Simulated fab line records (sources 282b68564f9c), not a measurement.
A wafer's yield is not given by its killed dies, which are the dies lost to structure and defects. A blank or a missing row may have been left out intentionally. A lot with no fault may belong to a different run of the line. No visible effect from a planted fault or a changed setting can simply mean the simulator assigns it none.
2 desks looking at one fault -- flow rit_cmos -- each desk holds nothing but its own numbers, with what lay behind them at the end

== FROM THE METROLOGY DESK ==
What the gauges read, lot by lot, whatever tool the lot ran on: means of the sampled wafers that have a number. A lot is out of limits, marked OUT, if its mean lies more than 4 standard deviations from the usual mean; the brackets give that distance.
Columns: A = ACTIVE_OXIDE_THK at RIT_ACTIVE_THK_MEAS_02, usual 46.6 nm; B = ACTIVE_NITRIDE_THK at RIT_ACTIVE_THK_MEAS_04, usual 150.2 nm; C = cd_nm at RIT_ACTIVE_CD_MEAS_11, usual 1400.6 nm; D = cd_nm at RIT_ACTIVE_CD_MEAS_90, usual 1400.6 nm; E = FOX1_OXIDE_THK at RIT_FOX1_THK_MEAS_01, usual 349 nm; F = FOX2_OXIDE_THK at RIT_FOX2_THK_MEAS_01, usual 348 nm; G = FIELD_OXIDE_LEFT_1_THK at RIT_FOX2_THK_MEAS_90, usual 320 nm
lot,first seen here,A,B,C,D,E,F,G
L572,day 2 06:56,45.8,151.4,1400.2,1400.1,346,363,336
L573,day 2 10:09,48.0,150.8,1401.0,1401.0,339,350,322
L575,day 2 19:05,46.6,150.9,1403.3,1403.0,343,341,313
L578,day 3 11:29,46.5,147.9,1398.9,1398.4,353,350,322
L583,day 4 11:08,46.3,151.3,1397.0,1397.0,351,351,325
L584,day 4 16:54,45.6,149.8,1398.5,1398.8,357,351,324
Result from this desk: across the 6 lots, nothing is out of limits.

== AT THE TOOL OWNER'S DESK: rie_diel-04 ==
The tool's own readings at RIT_ACTIVE_ETCH_13 (etches Si3N4 in SF6, stops on SiO2, time 210 s, target depth 210 nm): means of the sampled wafers that have a number, for each lot that ran on this tool. A lot is out of limits, marked OUT, if its mean lies more than 4 standard deviations from the usual mean; the brackets give that distance.
Columns: A = drypump_motor_current_A at RIT_ACTIVE_ETCH_13, usual 5.9 A; B = oes_product_au at RIT_ACTIVE_ETCH_13, usual 0.822 a.u.; C = throttle_valve_pct at RIT_ACTIVE_ETCH_13, usual 7.50 %
lot,first seen here,A,B,C
L572,day 2 09:41,5.5,0.823,7.55
L575,day 2 22:02,5.9,0.820,7.50
L578,day 3 14:08,5.8,0.811,7.57
Result from this desk: across the 3 lots, nothing is out of limits.

== TAKEN TOGETHER ==
From the metrology desk's view, nothing was out of limits.
The tool owner's desk saw nothing out of limits.

== WHAT WAS PUT IN BY THE SIMULATOR ==
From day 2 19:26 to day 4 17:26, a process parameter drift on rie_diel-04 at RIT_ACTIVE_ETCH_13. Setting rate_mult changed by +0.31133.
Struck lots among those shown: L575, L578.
